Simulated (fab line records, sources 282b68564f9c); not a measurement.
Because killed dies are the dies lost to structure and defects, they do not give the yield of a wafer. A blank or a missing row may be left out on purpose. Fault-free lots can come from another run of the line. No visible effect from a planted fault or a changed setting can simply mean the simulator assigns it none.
Comparing a struck lot with a sound one    flow rit cmos    44 steps out of a route of 202
Sound: these wafers, L445.4, L445.5, L445.6. Struck: wafers L454.1, L454.2, L454.6. The cause is given at the end.
For every step that has rows: the tool of each side, followed by ch and its chambers, followed by its first start. Under that, the readings that differ: sound wafers    struck wafers    difference of the means    sigmas: that difference in standard deviations of wafers without a fault.
alike: a reading whose means differ by less than 2 such deviations, as well as words and numbers matching on both sides. not compared: withheld readings; readings where some wafer has no value; bounds like >300 that might hide an equal value; numbers whose values overlap and for which the record gives no deviation.
A row with sigmas, a row that says differs or no value, or rows on one side alone: a step with any of these is where the two part. When numbers do not overlap yet have no deviation, they are printed without sigmas and do not part them. Lack of a reading on every wafer of one side parts them only where that side has two or more wafers.

first, 2 steps without rows for these wafers: RIT_NLDD_HARDBAKE_07 (time 60 s); RIT_NLDD_IMPLANT_08.
RIT_NLDD_STRIP_09: strips in O2, time 180 s.
  sound on plasma asher-04 ch 0,1, day 4 13:53; struck on plasma asher-03 ch 0,1, day 6 16:10
  alike: drypump motor current A
  not compared: rf hours counter h
RIT_NLDD_TW_MEAS_10:
  sound on film metro-02 at day 4 14:02; struck on film metro-02 at day 6 16:34
  alike: NLDD_TW
then, 6 steps without rows for these wafers: RIT_PLDD_HMDS_00 (prime time 60 s); RIT_PLDD_COAT_01 (resist thk 1000 nm); RIT_PLDD_SOFTBAKE_02 (time 60 s); RIT_PLDD_EXPOSE_03 (exposes mask M8, target cd 40900 nm); RIT_PLDD_PEB_04; RIT_PLDD_DEVELOP_05 (develop time 50 s).
RIT_PLDD_OVL_MEAS_06:
  sound on overlay-02 at day 4 15:04; struck on overlay-02 at day 6 17:30
  alike: PLDD_OVL
then, 1 step without rows for these wafers: RIT_PLDD_HARDBAKE_07 (time 60 s).
RIT_PLDD_IMPLANT_08:
  sound on implanter-03 ch 0, day 4 15:18; struck on implanter-03 ch 0, day 6 17:42
reading                    sound                 struck                difference  sigmas
beam energy keV            19.987 19.990 19.993  17.984 18.002 17.999  -1.995      -99 or more
model.implant.rp nm (nm)   17.21 17.21 17.21     15.69 15.69 15.69     -1.52       
model.implant.drp nm (nm)  9.752 9.752 9.752     9.055 9.055 9.055     -0.697      
  alike: beam on s
RIT_PLDD_STRIP_09: strips in O2, time 180 s.
  sound on plasma asher-04 ch 0,1, day 4 15:26; struck on plasma asher-01 ch 0,1, day 6 17:51
  alike: drypump motor current A
  not compared: rf hours counter h
RIT_PLDD_TW_MEAS_10:
  sound on film metro-01 at day 4 15:35; struck on film metro-04 at day 6 18:01
reading  sound           struck          difference  sigmas
PLDD_TW  2337 2340 2337  2298 2295 2299  -41         -2
then, 4 steps without rows for these wafers: RIT_SPACER_CLEAN_00 (cleans in SC1, time 600 s); RIT_SPACER_CLEAN_01 (cleans in dHF, time 30 s); RIT_SPACER_CLEAN_02 (cleans in SC2, time 600 s); RIT_SPACER_CVD_03 (deposits Si3N4 from SiH2Cl2/NH3, target thk 250 nm, time 3232 s).
RIT_SPACER_THK_MEAS_04:
  sound on film metro-03 at day 4 19:03; struck on film metro-02 at day 6 20:22
  alike: SPACER_NITRIDE_THK
RIT_SPACER_ETCHBACK_05: etches Si3N4 in SF6/CHF3, stops on SiO2, target depth 250 nm, time 240 s.
  sound on rie diel-02 ch 0,1,2, day 4 19:05; struck on rie diel-03 ch 1,2, day 6 20:26
  alike: SF6_flow_sccm, drypump motor current A, oes product au, throttle valve pct
  not compared: rf hours counter h
then, 6 steps without rows for these wafers: RIT_NSD_HMDS_00 (prime time 60 s); RIT_NSD_COAT_01 (resist thk 1000 nm); RIT_NSD_SOFTBAKE_02 (time 60 s); RIT_NSD_EXPOSE_03 (exposes mask M9, target cd 40700 nm); RIT_NSD_PEB_04; RIT_NSD_DEVELOP_05 (develop time 50 s).
RIT_NSD_OVL_MEAS_06:
  sound on overlay-01 at day 4 20:06; struck on overlay-02 at day 6 21:56
  alike: NSD_OVL
then, 2 steps without rows for these wafers: RIT_NSD_HARDBAKE_07 (time 60 s); RIT_NSD_IMPLANT_08.
RIT_NSD_STRIP_09: strips in O2, time 180 s.
  sound on plasma asher-01 ch 0,1, day 4 20:28; struck on plasma asher-03 ch 0,1, day 6 22:38
  alike: drypump motor current A
  not compared: rf hours counter h
RIT_NSD_TW_MEAS_10:
  sound on film metro-04 at day 4 20:37; struck on film metro-01 at day 6 22:48
  alike: NSD_TW
then, 6 steps without rows for these wafers: RIT_PSD_HMDS_00 (prime time 60 s); RIT_PSD_COAT_01 (resist thk 1000 nm); RIT_PSD_SOFTBAKE_02 (time 60 s); RIT_PSD_EXPOSE_03 (exposes mask M10, target cd 40900 nm); RIT_PSD_PEB_04; RIT_PSD_DEVELOP_05 (develop time 50 s).
RIT_PSD_OVL_MEAS_06:
  sound on overlay-01 at day 4 21:43; struck on overlay-01 at day 6 23:50
  alike: PSD_OVL
then, 2 steps without rows for these wafers: RIT_PSD_HARDBAKE_07 (time 60 s); RIT_PSD_IMPLANT_08.
RIT_PSD_STRIP_09: strips in O2, time 180 s.
  sound on plasma asher-04 ch 0,1, day 4 22:05; struck on plasma asher-01 ch 0,1, day 7 00:10
  alike: drypump motor current A
  not compared: rf hours counter h
RIT_SDANNEAL_RS_MEAS_06: uses a four-point probe to measure.
  sound on film metro-02 at day 4 23:00; struck on film metro-01 at day 7 01:08
reading           sound              struck             difference  sigmas
PLDD_RS (ohm/sq)  178.3 178.6 178.1  185.0 185.2 184.8  +6.7        +13
RIT_M1_PROBE_99:
  sound on prober-01 at day 5 07:33; struck on prober-02 at day 7 09:52
reading                               sound                 struck                difference  sigmas
model.etest.pmos turned.r on ohm um   3263 3377 3315        3768 3760 3880        +484        
model.etest.pmos_0p3.r on ohm um      5946 5984 5991        6339 6345 6447        +403        
model.etest.pmos_0p15.r on ohm um     2631 2705 2647        2929 2931 2987        +288        
model.etest.pldd.rs ohm sq            509.4 516.6 510.5     673.3 672.7 687.6     +165.7      
model.etest.pldd.line ohm um          159.9 166.7 162.6     212.3 213.5 221       +52.5       
model.etest.pmos turned.drive ua um   206.5 195.1 198.9     166.7 165 160.4       -36.1       
model.etest.pmos_0p15.drive ua um     280 264.5 267.2       244.6 241 238.4       -29.2       
model.etest.pmos_0p15.off log10 a um  -9.995 -10.18 -10.33  -10.51 -10.72 -10.76  -0.50       
  alike: killed_at_M0_to_M3, killed at contacts, killed at front end, killed dies, killed open, killed short

## WHERE THEY PART
First at RIT_PLDD_IMPLANT_08; last, within this record, at RIT_SDANNEAL_RS_MEAS_06. Later steps at which nothing parts them and some readings are alike: RIT_M1_PROBE_99.

WHY: what the simulator had put in
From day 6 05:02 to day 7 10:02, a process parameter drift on implanter-03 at RIT_PLDD_IMPLANT_08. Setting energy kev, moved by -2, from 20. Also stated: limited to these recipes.
